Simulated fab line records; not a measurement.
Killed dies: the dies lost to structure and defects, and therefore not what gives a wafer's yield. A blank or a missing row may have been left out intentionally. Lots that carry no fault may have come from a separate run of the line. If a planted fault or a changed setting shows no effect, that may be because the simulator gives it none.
Check of tool commonality / flow rit-cmos / 13 lots and 39 wafers in the sample

WHY IT WAS OPENED
Of 13 lots, 1 have the reading ACTIVE_NITRIDE_THK flagged at RIT_ACTIVE_THK_MEAS_04. Wafers without a fault read 150.4 nm, standard deviation 1.4.
Rule: flag the lot when none of its wafers has a number, or when each of its wafers that has one lies beyond 4 standard deviations from that mean. The rest of the lots are taken to be sound.

lot=L980; measured=day 1 19:38; on=film-metro-03; ACTIVE_NITRIDE_THK (nm), wafer by wafer=151.8 152.9 153.6; flag=
lot=L981; measured=day 2 00:21; on=film-metro-04; ACTIVE_NITRIDE_THK (nm), wafer by wafer=150.9 152.0 150.3; flag=
lot=L982; measured=day 2 06:18; on=film-metro-03; ACTIVE_NITRIDE_THK (nm), wafer by wafer=152.8 152.4 152.9; flag=
lot=L983; measured=day 2 09:42; on=film-metro-02; ACTIVE_NITRIDE_THK (nm), wafer by wafer=149.9 148.6 149.7; flag=
lot=L984; measured=day 2 18:13; on=film-metro-03; ACTIVE_NITRIDE_THK (nm), wafer by wafer=150.9 150.8 149.4; flag=
lot=L985; measured=day 2 22:34; on=film-metro-02; ACTIVE_NITRIDE_THK (nm), wafer by wafer=150.8 150.4 150.4; flag=
lot=L986; measured=day 3 00:35; on=film-metro-03; ACTIVE_NITRIDE_THK (nm), wafer by wafer=151.0 152.4 151.9; flag=
lot=L987; measured=day 3 05:32; on=film-metro-04; ACTIVE_NITRIDE_THK (nm), wafer by wafer=150.1 150.1 150.2; flag=
lot=L989; measured=day 3 15:49; on=film-metro-02; ACTIVE_NITRIDE_THK (nm), wafer by wafer=150.2 149.7 150.1; flag=
lot=L992; measured=day 4 07:44; on=film-metro-04; ACTIVE_NITRIDE_THK (nm), wafer by wafer=159.3 162.9 179.2; flag=FLAGGED
lot=L998; measured=day 5 15:05; on=film-metro-04; ACTIVE_NITRIDE_THK (nm), wafer by wafer=149.2 149.8 148.2; flag=
lot=L100; measured=day 5 22:41; on=film-metro-03; ACTIVE_NITRIDE_THK (nm), wafer by wafer=148.7 148.1 148.1; flag=
lot=L101; measured=day 6 04:29; on=film-metro-02; ACTIVE_NITRIDE_THK (nm), wafer by wafer=152.1 151.4 151.4; flag=
On average the flagged lots' numbers are 167.1 nm, which is +16.7 nm against the usual, or +12 standard deviations.

WHICH TOOL RAN EACH LOT
The record keeps 1 process step preceding the reading, out of 202 steps on the route. Read each cell as the tool, then ch plus the chambers that the sampled wafers visited, then the start.
lot=L980; flag=; RIT_ACTIVE_CVD_03=lpcvd-01 ch 0, day 1 18:13
lot=L981; flag=; RIT_ACTIVE_CVD_03=lpcvd-02 ch 1, day 1 22:56
lot=L982; flag=; RIT_ACTIVE_CVD_03=lpcvd-01 ch 0, day 2 04:53
lot=L983; flag=; RIT_ACTIVE_CVD_03=lpcvd-01 ch 1, day 2 08:16
lot=L984; flag=; RIT_ACTIVE_CVD_03=lpcvd-02 ch 1, day 2 16:49
lot=L985; flag=; RIT_ACTIVE_CVD_03=lpcvd-02 ch 1, day 2 21:09
lot=L986; flag=; RIT_ACTIVE_CVD_03=lpcvd-01 ch 0, day 2 23:10
lot=L987; flag=; RIT_ACTIVE_CVD_03=lpcvd-01 ch 1, day 3 04:07
lot=L989; flag=; RIT_ACTIVE_CVD_03=lpcvd-02 ch 0, day 3 14:22
lot=L992; flag=FLAGGED; RIT_ACTIVE_CVD_03=lpcvd-01 ch 1, day 4 06:18
lot=L998; flag=; RIT_ACTIVE_CVD_03=lpcvd-02 ch 0, day 5 13:41
lot=L100; flag=; RIT_ACTIVE_CVD_03=lpcvd-02 ch 1, day 5 21:16
lot=L101; flag=; RIT_ACTIVE_CVD_03=lpcvd-02 ch 0, day 6 03:04
What these steps do:
- RIT_ACTIVE_CVD_03: deposits Si3N4 from SiH2Cl2/NH3, target thk 150 nm, time 1500 s.
- RIT_ACTIVE_THK_MEAS_04

FLAGGED OVER TOTAL, TOOL BY TOOL (the gauges that took the reading come last)
step=RIT_ACTIVE_CVD_03; tool=lpcvd-01; lots run=6; flagged=1; share of the flagged lots=all; sound lots run after its first flagged lot=0
step=RIT_ACTIVE_CVD_03; tool=lpcvd-02; lots run=7; flagged=0; share of the flagged lots=none; sound lots run after its first flagged lot=-
step=RIT_ACTIVE_THK_MEAS_04; tool=film-metro-02; lots run=4; flagged=0; share of the flagged lots=none; sound lots run after its first flagged lot=-
step=RIT_ACTIVE_THK_MEAS_04; tool=film-metro-03; lots run=5; flagged=0; share of the flagged lots=none; sound lots run after its first flagged lot=-
step=RIT_ACTIVE_THK_MEAS_04; tool=film-metro-04; lots run=4; flagged=1; share of the flagged lots=all; sound lots run after its first flagged lot=1 (L998)

THE TABLE: WHAT IT ALLOWS
2 rows of the table ran every flagged lot: lpcvd-01 at RIT_ACTIVE_CVD_03, film-metro-04 at RIT_ACTIVE_THK_MEAS_04.
- lpcvd-01 at RIT_ACTIVE_CVD_03: 1 of its 6 lots flagged. Last sound lot L987 at day 3 04:07, first flagged lot L992 at day 4 06:18; a fault beginning in between fits. Its own readings (spike-tc-centre-C, zone-power-centre-pct) fall more than 4 standard deviations out on all wafers of the flagged lots.
- film-metro-04 at RIT_ACTIVE_THK_MEAS_04: 1 of its 4 lots flagged. After the first flagged lot (L998), sound lots still ran on it; a lasting fault on the whole tool would not permit that.
What remains is a single tool, lpcvd-01 at RIT_ACTIVE_CVD_03.

WHAT HAD BEEN PUT IN BY THE SIMULATOR
lpcvd-01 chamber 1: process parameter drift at RIT_ACTIVE_CVD_03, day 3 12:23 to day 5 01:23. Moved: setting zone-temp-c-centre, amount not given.
Lots struck among those shown: L992. Same finding as the rule above.
